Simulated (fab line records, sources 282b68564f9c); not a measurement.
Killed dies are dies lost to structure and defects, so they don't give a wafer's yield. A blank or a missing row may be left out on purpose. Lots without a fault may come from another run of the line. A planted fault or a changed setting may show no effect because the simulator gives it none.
fab line records | flow rit_cmos
record lots=14 wafers=42 last_day=8
route steps=202 shown PSD@144 M1@202
lots that met no fault: from a run of the same line without faults
start_h: hours from the record's first day to the start of the lot's first wafer shown | wait_h: hours since the lot's step before | " the same as in the row above | L1.1+2: a row that stands for several wafers | - no value, or no start given | * or withheld: withheld | < > ~ a bound
route shown NAME@n: a module of which the file shows steps, and the number in the route of the first | usual: mean/standard deviation of fault-free wafers | same: alike in all rows | chamber/n: place in a boat | sites: the reading at each site | _std_site: their standard deviation | _edge_site: outer sites' mean less inner sites' | radius_mm: how far each site lies from the wafer's centre | mask NAME#n: copy n | behind: the tool/chamber that last shaped the wafer | hold: why the lot was held/for how many hours/how that ended | device: the transistor (n, p or np) that didn't switch | end of line: the same wafers' tests at the end of the route | a step without rows: its recipe alone | killed: dies lost to structure and defects at the first sort, not the wafer's yield | map: a wafer's dies, x killed, . not, _ none there
set.NAME: the setting as run; set.NAME@STEP: as run at that earlier step | model.NAME: the simulator's own value behind a step, which no gauge read
steps of the route over a sample of lots; a table a step, a row a wafer
## steps
# step RIT_PSD_SOFTBAKE_02
# recipe resist=NOVOLAK temp_c=90 time_s=60
# usual heater_power_total_W=34.56/0.05 plate_temp_C=89.98/0.13
# columns lot.wafer tool chamber start_h wait_h heater_power_total_W plate_temp_C
L307.1 litho_track-03 0 55.27 0.1 34.48 89.88
L307.5 " 0 " " 34.58 89.90
L307.6 " 0 " " 34.54 89.98
L308.4 litho_track-03 0 67.07 0.1 34.59 90.08
L308.5 " 0 " " 34.59 90.14
L308.6 " 0 " " 34.57 90.03
L309.3 litho_track-01 0 67.43 0.1 34.64 90.20
L309.4 " 0 " " 34.53 90.04
L309.5 " 0 " " 34.48 90.13
L310.1 litho_track-01 0 76.68 0.1 34.57 90.07
L310.2 " 0 " " 34.55 89.94
L310.5 " 0 " " 34.45 89.98
L311.2 litho_track-01 0 81.46 0.1 34.64 90.01
L311.4 " 0 " " 34.54 90.00
L311.6 " 0 " " 34.58 89.98
L312.1 litho_track-02 0 86.21 0.1 34.60 89.92
L312.3 " 0 " " 34.52 89.76
L312.4 " 0 " " 34.66 89.89
L313.3 litho_track-03 0 91.85 0.1 34.55 90.15
L313.4 " 0 " " 34.63 89.86
L313.5 " 0 " " 34.55 90.11
L314.1 litho_track-01 0 95.97 0.1 34.63 89.83
L314.3 " 0 " " 34.51 89.80
L314.4 " 0 " " 34.48 89.92
L318.1 litho_track-02 0 113.37 0.1 35.19 91.51
L318.2 " 0 " " 35.35 91.52
L318.3 " 0 " " 35.21 91.46
L319.1 litho_track-03 0 117.91 0.1 34.60 89.78
L319.2 " 0 " " 34.58 90.14
L319.5 " 0 " " 34.58 90.06
L320.2 litho_track-02 0 123.88 0.1 35.30 91.35
L320.3 " 0 " " 35.18 91.31
L320.4 " 0 " " 35.28 91.26
L322.4 litho_track-01 0 131.82 0.1 34.56 89.68
L322.5 " 0 " " 34.43 89.95
L322.6 " 0 " " 34.61 89.88
L327.1 litho_track-03 0 154.46 0.1 34.59 90.02
L327.3 " 0 " " 34.59 90.07
L327.6 " 0 " " 34.61 89.97
L329.1 litho_track-03 0 171.71 0.1 34.57 89.82
L329.2 " 0 " " 34.58 89.96
L329.4 " 0 " " 34.58 89.98
# step RIT_M1_PROBE_99
# usual killed_at_M0_to_M3=0.0/0.12 killed_at_contacts=0.0/0.16 killed_at_front_end=7.5/2.8 killed_dies=7.6/2.9 killed_open=3.7/2 killed_short=3.8/2
# same gross_dies=264 killed_at_M4_up=0 killed_at_back_side=0 killed_at_other=0
# columns lot.wafer tool chamber start_h wait_h killed_at_M0_to_M3 killed_at_contacts killed_at_front_end killed_dies killed_open killed_short
L319.1 prober-02 - 127.09 0.1 0 0 10 10 7 3
L319.2 prober-02 - 127.14 0.1 0 0 6 6 1 5
L319.5 prober-02 - 127.29 0.2 0 0 7 7 4 3
# killed by level:class
L319.1 GATE:geometric_particle:open=4 REOX:geometric_particle:open=2 GATE:geometric_particle:short=1 SPACER:geometric_particle:short=1 SPACER:geometric_particle:open=1 SILICIDE:geometric_particle:short=1
L319.2 FOX2:geometric_particle:short=2 GATE:geometric_particle:short=2 REOX:geometric_particle:open=1 SILICIDE:geometric_particle:short=1
L319.5 GATE:geometric_particle:open=2 GATE:geometric_particle:short=2 FOX1:geometric_particle:short=1 FOX2:geometric_particle:open=1 SILICIDE:geometric_particle:open=1
## key
first_sign step=RIT_PSD_SOFTBAKE_02 reading=heater_power_total_W direction=up sigmas=14 usual=34.56 struck=35.25
effect step=RIT_PSD_SOFTBAKE_02 reading=plate_temp_C direction=up sigmas=11 usual=* struck=*
met_at RIT_PSD_SOFTBAKE_02
struck_lots L318,L320
tester_left_out L318,L320
onset_between 86.21 113.37
fault kind=process_parameter_drift tool=litho_track-02 chamber=- onset_h=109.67 steps=RIT_PSD_SOFTBAKE_02 channel=temp_c offset=* shape=step end_h=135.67 acts_in=* stated=*
# tester_left_out: of these lots the tester's yield and bins aren't shown, on N5 and GAA mostly nor the transistor test; their killed dies are dies lost to structure and defects alone, not to doping, threshold or leakage, so they don't give the yield
